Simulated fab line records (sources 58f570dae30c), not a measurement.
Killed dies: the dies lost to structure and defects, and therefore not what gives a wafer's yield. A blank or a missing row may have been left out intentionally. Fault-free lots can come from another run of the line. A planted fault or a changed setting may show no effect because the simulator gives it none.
Comparing a struck lot with a sound one | flow berkeley cmos170 | 15 steps out of a route of 331
Sound: the wafers L703.2, L703.3, L703.5. The struck wafers were L699.2, L699.5, L699.6. The cause is given at the end.
For every step that has rows: the tool of each side, followed by ch and its chambers, followed by its first start. Under that, the readings that differ: sound wafers | struck wafers | difference of the means | sigmas: that difference in standard deviations of wafers without a fault.
alike: same words and numbers on both sides, and readings whose means sit less than 2 such deviations apart. not compared: any withheld reading, any reading some wafer has no value for, any bound like >300 that may hide the same value, and any number with overlapping values for which the record gives no deviation.
Wherever a step has rows on one side only, a row that says differs or no value, or a row with sigmas, the two part there. When numbers do not overlap yet have no deviation, they are printed without sigmas and do not part them. A reading missing from all wafers of one side parts the sides only when that side holds two or more wafers.

UCB170_V2_CMP_02: polishes SiO2.
  sound on cmp-01 ch 1,2,3, day 10 12:18; struck on cmp-01 ch 0,1,3, day 9 08:22
  alike: motor current A, platen rpm
UCB170_V2_BOW_MEAS_03:
  sound on film metro-03 at day 10 12:34; struck on film metro-02 at day 9 08:32
  alike: V2_BOW
UCB170_V2_THK_MEAS_04:
  sound on film metro-03 at day 10 12:41; struck on film metro-02 at day 9 08:38
  alike: V2_POLISHED_THK
then, 7 steps without rows for these wafers: UCB170_V2_CLEAN_05 (cleans in DIW); UCB170_V2_HMDS_06 (prime time 60 s); UCB170_V2_COAT_07 (resist thk 900 nm); UCB170_V2_SOFTBAKE_08 (time 60 s); UCB170_V2_EXPOSE_09 (exposes mask VIA2, target cd 700 nm); UCB170_V2_PEB_10; UCB170_V2_DEVELOP_11 (develop time 45 s).
UCB170_V2_CD_MEAS_12: the cd target is 700 nm.
  sound on cd sem-02 at day 10 14:19; struck on cd sem-02 at day 9 09:54
  alike: cd nm
UCB170_V2_OVL_MEAS_13:
  sound on overlay-01 at day 10 14:25; struck on overlay-01 at day 9 10:01
  alike: V2_OVL
UCB170_V2_ETCH_14: etches SiO2 in CHF3/CF4/Ar, stops on Al, target depth 1250 nm, time 291 s.
  sound on rie diel-02 ch 1,3, day 10 14:27; struck on rie diel-02 ch 0,2, day 9 10:02
  no value came back on the struck wafers for any of 6 readings (CHF3_flow_sccm (sccm), cf4 flow sccm (sccm) and others); on the sound wafers CHF3_flow_sccm (sccm) reads 44.85 45.36 44.94
  reading                             | sound             | struck            | difference | sigmas
  model.KrF_of_V2_COAT_07.thk nm (nm) | 608.8 615.8 610.9 | 887.9 885.7 889.5 | +275.9     |
  not compared: rf hours counter h
UCB170_V2_STRIP_15: strips in O2.
  sound on plasma asher-01 ch 0,1, day 10 14:38; struck on plasma asher-01 ch 0,1, day 9 10:13
  reading                      | sound             | struck            | difference | sigmas
  oes product au (a.u.)        | 0.717 0.713 0.726 | 0.735 0.734 0.734 | +0.016     | +3
  strip time to endpoint s (s) | 15.27 15.44 15.33 | 21.68 21.62 21.73 | +6.33      | +40
  alike: drypump motor current A
  not compared: rf hours counter h
UCB170_V2_CD_MEAS_90: the cd target is 700 nm.
  sound on cd sem-02 at day 10 14:55; struck on cd sem-01 at day 9 10:20
  reading    | sound             | struck | difference                    | sigmas
  cd nm (nm) | 699.3 700.7 699.5 | - - -  | no value on the struck wafers |

WHERE THEY PART
Earliest at UCB170_V2_ETCH_14; latest, in this record, at UCB170_V2_CD_MEAS_90.

WHY: the cause the simulator had injected
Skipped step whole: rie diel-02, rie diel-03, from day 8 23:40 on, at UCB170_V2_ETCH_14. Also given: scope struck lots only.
